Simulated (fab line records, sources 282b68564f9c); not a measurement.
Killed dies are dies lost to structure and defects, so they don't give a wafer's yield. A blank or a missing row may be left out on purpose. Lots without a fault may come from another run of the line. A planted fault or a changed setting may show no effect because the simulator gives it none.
One fault seen from 2 desks | flow rit_cmos | each desk has only its own numbers; what lay behind them comes last

THE TOOL OWNER'S DESK: rie_si-01
The tool's own readings at RIT_GATE_ETCH_19 (etches poly-Si in SF6/CHF3/O2, stops on SiO2, time 165 s, target depth 312.5 nm): means of the sampled wafers that have a number, for each lot that ran on this tool. A lot is out of limits, marked OUT, if its mean lies more than 4 standard deviations from the usual mean; the brackets give that distance.
Columns: A = SF6_flow_sccm at RIT_GATE_ETCH_19, usual 30.00 sccm; B = drypump_motor_current_A at RIT_GATE_ETCH_19, usual 5.7 A; C = oes_product_au at RIT_GATE_ETCH_19, usual 0.842 a.u.; D = throttle_valve_pct at RIT_GATE_ETCH_19, usual 10.22 %
lot  | first seen here | A     | B   | C     | D
L835 | day 2 13:31     | 29.87 | 5.7 | 0.846 | 10.21
L855 | day 6 16:06     | 29.96 | 6.1 | 0.827 | 10.30
This desk's finding: nothing out of limits on any of the 2 lots.

THE METROLOGY DESK
What the gauges read, lot by lot, whatever tool the lot ran on: means of the sampled wafers that have a number. A lot is out of limits, marked OUT, if its mean lies more than 4 standard deviations from the usual mean; the brackets give that distance.
Columns: A = GATE_OXIDE_THK at RIT_GATE_THK_MEAS_07, usual 3.02 nm; B = GATE_POLY_THK at RIT_GATE_THK_MEAS_09, usual 248.8 nm; C = cd_nm at RIT_GATE_CD_MEAS_16, usual 149.6 nm; D = GATE_OVL at RIT_GATE_OVL_MEAS_17, usual -1.2 nm
lot  | first seen here | A    | B     | C     | D
L835 | day 2 10:37     | 2.98 | 252.8 | 152.2 | 0.1
L840 | day 3 13:13     | 3.09 | 248.3 | 152.2 | -2.5
L844 | day 4 06:56     | 3.07 | 245.9 | 147.4 | -0.8
L855 | day 6 13:13     | 2.98 | 248.9 | 147.6 | -1.2
L858 | day 7 05:26     | 3.00 | 248.7 | 148.8 | 0.3
This desk's finding: nothing out of limits on any of the 5 lots.

PUT TOGETHER
The tool owner's desk saw nothing out of limits.
The metrology desk saw nothing out of limits.

WHAT THE SIMULATOR HAD PUT IN
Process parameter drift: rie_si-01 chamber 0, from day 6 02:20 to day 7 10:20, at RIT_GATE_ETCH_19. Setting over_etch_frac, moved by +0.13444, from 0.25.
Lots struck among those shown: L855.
